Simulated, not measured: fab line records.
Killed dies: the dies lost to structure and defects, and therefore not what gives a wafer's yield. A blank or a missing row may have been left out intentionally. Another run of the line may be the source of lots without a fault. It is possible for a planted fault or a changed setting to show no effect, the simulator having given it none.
Matching of chambers / flow berkeleyCmos170 / UCB170_V1_CMP_02 on cmp-02 has 4 sister chambers
The step polishes SiO2. 4 wafers are shown with their chamber, then 8 later ones without.

## WAFERS PAIRED WITH THEIR CHAMBERS
wafer=L303.1; chamber=2; motorCurrentA (A)=17.2
wafer=L303.3; chamber=1; motorCurrentA (A)=17.3
wafer=L303.4; chamber=3; motorCurrentA (A)=14.7
wafer=L305.3; chamber=0; motorCurrentA (A)=19.3

## WAFERS WHOSE CHAMBER IS MISSING
wafer=L305.4; motorCurrentA (A)=14.5
wafer=L305.5; motorCurrentA (A)=15.0
wafer=L306.3; motorCurrentA (A)=14.9
wafer=L306.4; motorCurrentA (A)=18.2
wafer=L306.5; motorCurrentA (A)=14.6
wafer=L311.1; motorCurrentA (A)=19.8
wafer=L311.2; motorCurrentA (A)=15.2
wafer=L311.6; motorCurrentA (A)=16.4

## CHAMBER TAKEN BY EACH
wafer=L305.4; from the rows above=3; in truth=3
wafer=L305.5; from the rows above=3; in truth=3
wafer=L306.3; from the rows above=3; in truth=3
wafer=L306.4; from the rows above=can't be placed: 1 or 2 or 0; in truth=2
wafer=L306.5; from the rows above=3; in truth=3
wafer=L311.1; from the rows above=0; in truth=0
wafer=L311.2; from the rows above=3; in truth=3
wafer=L311.6; from the rows above=can't be placed: 2 or 1 or 3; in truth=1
Correct placement for 6 of the 8. From these rows, 2 cannot be placed; in 2 the true chamber is one of the candidates. Number placed wrongly: 0.
How it was worked out, from the rows above alone: a wafer's distance from a chamber is the root of the sum, over the readings, of the square of ((its reading less the chamber's mean) divided by the reading's scatter). The wafer belongs to the nearest chamber; if the next one is less than 2 further off, it can't be placed. A chamber's mean is the mean of its shown wafers. The scatter (one wafer shown for each chamber): square how far every hidden wafer sits from the nearest shown wafer, average those squares and take the square root.
